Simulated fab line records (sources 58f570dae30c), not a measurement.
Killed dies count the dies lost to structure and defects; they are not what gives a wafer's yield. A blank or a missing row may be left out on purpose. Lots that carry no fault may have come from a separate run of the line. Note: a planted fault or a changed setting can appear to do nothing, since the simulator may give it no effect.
Comparing a struck lot with a sound one + flow berkeley cmos170 + 14 out of 331 route steps
Sound: these wafers, L422.1, L422.3, L422.5. The struck wafers were L419.2, L419.3, L419.6. The cause is named last.
Per side, at each step with rows, come the tool, then ch with its chambers, and then its first start. Under that, the readings that differ: sound wafers + struck wafers + difference of the means + sigmas: that difference in standard deviations of wafers without a fault.
alike: readings with means less than 2 such deviations apart, plus words and numbers identical on both sides. not compared: withheld readings, readings lacking a value on some wafer, bounds such as >300 that could conceal the same value, and numbers that have no deviation in the record and whose values overlap.
Wherever a step has rows on one side only, a row that says differs or no value, or a row with sigmas, the two part there. Non-overlapping numbers with no deviation appear without sigmas and do not part them. A reading that every wafer of one side lacks parts them only if that side has two wafers or more.

first, 1 step without rows for these wafers: UCB170_M3_PRE_CLEAN_00 (preclean etch time 60 s).
UCB170_M3_SPUTTER_01: material Al, target thk 900 nm, time 120 s.
  sound on pvd sputter-03, day 11 12:52; struck on pvd sputter-03, day 11 13:53
  alike: throttle valve pct
UCB170_M3_RS_MEAS_02: measures by four-point-probe.
  sound on film metro-03, day 11 12:57; struck on film metro-02, day 11 13:59
  alike: M3_AL_RS
UCB170_M3_THK_MEAS_03: measures by xrf.
  sound on film metro-03, day 11 13:04; struck on film metro-02, day 11 14:05
  alike: M3_AL_THK
then, 3 steps without rows for these wafers: UCB170_M3_HMDS_04 (prime time 60 s); UCB170_M3_COAT_05 (resist thk 900 nm); UCB170_M3_SOFTBAKE_06 (time 60 s).
UCB170_M3_STRIP_07: strips in O2.
  sound on plasma asher-01 ch 0,1, day 11 14:02; struck on plasma asher-02 ch 0,1, day 11 15:38
  alike: drypump motor current A, oes product au, strip time to endpoint s
  not compared: rf hours counter h
then, 4 steps without rows for these wafers: UCB170_M3_STRIP_08 (strips KrF in DMSO, time 600 s); UCB170_M3_COAT_09; UCB170_M3_COAT_10 (resist thk 900 nm); UCB170_M3_SOFTBAKE_11 (time 60 s).
UCB170_M3_EXPOSE_12: exposes mask METAL3, target cd 700 nm.
  sound on krf scanner-01 ch 0, day 11 15:50; struck on krf scanner-01, day 11 17:42
  no value came back on the struck wafers for exposure dose mJ cm2, focus offset nm (nm); on the sound wafers exposure dose mJ cm2 reads 26.021 25.996 25.999
  alike: mask
next, for these wafers, 1 step has no rows: UCB170_M3_PEB_13.

## WHERE THEY PART
At UCB170_M3_EXPOSE_12 and nowhere else, as far as this record goes.

WHY: whatever the simulator had introduced
At UCB170_M3_EXPOSE_12, the step was skipped entirely on krf scanner-01 from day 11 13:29 on. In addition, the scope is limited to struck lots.
